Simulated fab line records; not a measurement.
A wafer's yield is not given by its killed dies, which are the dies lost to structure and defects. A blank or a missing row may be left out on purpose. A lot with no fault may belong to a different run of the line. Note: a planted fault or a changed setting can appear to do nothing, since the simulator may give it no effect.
What tool caused it? | flow berkeley-cmos170 | 42 wafers from 14 lots sampled at 4 of the route's 331 steps

== WHAT THE GAUGES SHOWED, per wafer ==
UCB170_ACTIVE_OVL_MEAS_14.
lot  | measured    | on         | ACTIVE_OVL (nm)
L390 | day 5 05:02 | overlay-02 | -3 -3 0
L393 | day 5 16:33 | overlay-02 | -9 -7 -7
L395 | day 6 05:53 | overlay-02 | 1 -2 -3
L396 | day 6 06:07 | overlay-02 | 6 3 9
L397 | day 6 06:22 | overlay-01 | -6 0 3
L398 | day 6 20:30 | overlay-01 | -8 -1 2
L399 | day 6 20:20 | overlay-02 | -6 0 0
L400 | day 7 10:11 | overlay-01 | -9 -9 8
L402 | day 7 21:07 | overlay-01 | 4 0 0
L406 | day 8 07:34 | overlay-01 | -11 -8 -10
L407 | day 8 07:13 | overlay-01 | 4 1 -2
L409 | day 9 00:03 | overlay-01 | -12 -17 -12

UCB170_PVT_OVL_MEAS_06.
lot  | measured     | on         | PVT_OVL (nm)
L390 | day 6 20:58  | overlay-02 | -10 2 7
L393 | day 7 13:59  | overlay-01 | -6 -13 -13
L395 | day 8 02:14  | overlay-02 | 9 5 10
L396 | day 8 01:58  | overlay-01 | -5 -8 -5
L397 | day 8 01:56  | overlay-02 | 4 5 0
L398 | day 8 17:59  | overlay-02 | 5 3 6
L399 | day 8 17:52  | overlay-01 | 5 7 7
L400 | day 9 05:37  | overlay-02 | -5 1 7
L402 | day 9 21:04  | overlay-02 | -4 -1 0
L406 | day 10 04:14 | overlay-02 | -7 -9 -2
L407 | day 10 04:47 | overlay-01 | 3 4 2
L409 | day 10 22:10 | overlay-02 | -6 0 -5

== EACH LOT AND THE TOOL THAT RAN IT (in order: tool; ch and the chambers of the sampled wafers; start) ==
lot  | UCB170_PWELL_OXIDATION_02    | UCB170_PFIELD_STRIP_08
L390 | furnace-02 ch 0, day 3 01:41 | plasma-asher-04 ch 0,1, day 5 06:50
L393 | furnace-04 ch 0, day 3 19:35 | plasma-asher-03 ch 0,1, day 5 19:25
L395 | furnace-04 ch 0, day 4 07:43 | plasma-asher-03 ch 0,1, day 6 08:04
L396 | furnace-04 ch 0, day 4 07:43 | plasma-asher-02 ch 0,1, day 6 08:18
L397 | furnace-04 ch 0, day 4 07:43 | plasma-asher-03 ch 0,1, day 6 08:37
L398 | furnace-04 ch 0, day 4 21:41 | plasma-asher-04 ch 0,1, day 6 22:40
L399 | furnace-04 ch 0, day 4 21:41 | plasma-asher-03 ch 0,1, day 6 21:55
L400 | furnace-02 ch 0, day 5 06:54 | plasma-asher-02 ch 0, day 7 12:46
L402 | furnace-02 ch 0, day 5 15:10 | plasma-asher-02 ch 0,1, day 8 00:10
L404 | furnace-04, day 5 21:53      | -
L405 | furnace-04, day 5 21:53      | -
L406 | furnace-01 ch 0, day 6 09:09 | plasma-asher-03 ch 1, day 8 09:17
L407 | furnace-01 ch 0, day 6 09:09 | plasma-asher-04 ch 0,1, day 8 09:01
L409 | furnace-04 ch 0, day 6 20:58 | plasma-asher-04 ch 0,1, day 9 01:53
- UCB170_PWELL_OXIDATION_02: target thk 26.4 nm, ox time 1260 s.
- UCB170_PFIELD_STRIP_08: strips in O2.

== WHAT THE TOOLS THEMSELVES READ (means of the sampled wafers that have a number; where no wafer has one, the mark that the record gives instead) ==
UCB170_PWELL_OXIDATION_02.
lot  | tool       | ox-temp-c (C) | ox-temp-c-max | spike-tc-source-C (C) | zone-power-centre-pct (%)
L390 | furnace-02 | 1000.4        | 1005.4        | 1024.1                | 47
L393 | furnace-04 | 1000.3        | 1005.9        | 1022.1                | 54
L395 | furnace-04 | 1000.8        | 1007.2        | 1022.2                | 54
L396 | furnace-04 | 999.3         | 1004.7        | 1022.4                | 54
L397 | furnace-04 | 999.4         | 1004.7        | 1022.0                | 55
L398 | furnace-04 | 1000.5        | 1006.9        | 1022.0                | 54
L399 | furnace-04 | 1000.4        | 1006.6        | 1023.0                | 54
L400 | furnace-02 | 999.7         | 1004.5        | 1024.5                | 46
L402 | furnace-02 | 1000.1        | 1004.7        | 1024.1                | 46
L404 | furnace-04 | -             | -             | -                     | -
L405 | furnace-04 | -             | -             | -                     | -
L406 | furnace-01 | 999.7         | 1004.4        | 1025.6                | 47
L407 | furnace-01 | 999.4         | 1003.4        | 1024.7                | 47
L409 | furnace-04 | 1000.5        | 1005.3        | 1021.5                | 54

UCB170_PFIELD_STRIP_08.
lot  | tool            | drypump-motor-current-A (A) | o2-flow-sccm (sccm) | oes-product-au (a.u.) | strip-time-to-endpoint-s (s)
L390 | plasma-asher-04 | 5.5                         | 399.1               | 0.735                 | 21.62
L393 | plasma-asher-03 | 5.3                         | 399.6               | 0.739                 | 21.64
L395 | plasma-asher-03 | 5.3                         | 399.0               | 0.730                 | 21.62
L396 | plasma-asher-02 | 5.3                         | 399.9               | 0.733                 | 21.66
L397 | plasma-asher-03 | 5.3                         | 400.0               | 0.734                 | 21.51
L398 | plasma-asher-04 | 5.5                         | 399.9               | 0.729                 | 21.70
L399 | plasma-asher-03 | 5.3                         | 399.8               | 0.733                 | 21.67
L400 | plasma-asher-02 | 5.0                         | 399.5               | 0.734                 | 21.78
L402 | plasma-asher-02 | 5.5                         | 399.8               | 0.736                 | 21.63
L406 | plasma-asher-03 | 4.9                         | 401.1               | 0.739                 | 21.74
L407 | plasma-asher-04 | 5.5                         | 400.2               | 0.733                 | 21.54
L409 | plasma-asher-04 | 5.5                         | 399.4               | 0.735                 | 21.60

== THE ANSWER, worked out from the rows above alone ==
Rule: what is usual is taken from the lots themselves. The widest of any qualifying gaps counts: lots, ordered by their means at a reading, are off when they make up no more than a third of the lots, leave a main group of 4 or more, and stand apart from it by 3 or more times the standard deviation of that group's means. A main group whose means are all the same, to the digits that the tables above print for the reading, isn't used. Also off: a lot with no number at a reading for which 4 or more lots have one. Where the step has rows for the other lots, those lots are counted as sound. After the gauges, taken in route order, come the tools' own readings; for these a lot's mean is taken, as printed above. The first step at which some lot is off is used, and at that step the reading that is off furthest; a lot without a number counts as furthest.
Off: L404, L405, at UCB170_PWELL_OXIDATION_02 (ox-temp-c). Without a number there: L404, L405. For the main group the mean is 1000.0 C and the standard deviation 0.49.
A tool fits if, at that step or a process step before it, it ran every lot that is off, and no sound lot after the first of them. None of those tried fits.

== WHAT HAD BEEN PUT IN BY THE SIMULATOR ==
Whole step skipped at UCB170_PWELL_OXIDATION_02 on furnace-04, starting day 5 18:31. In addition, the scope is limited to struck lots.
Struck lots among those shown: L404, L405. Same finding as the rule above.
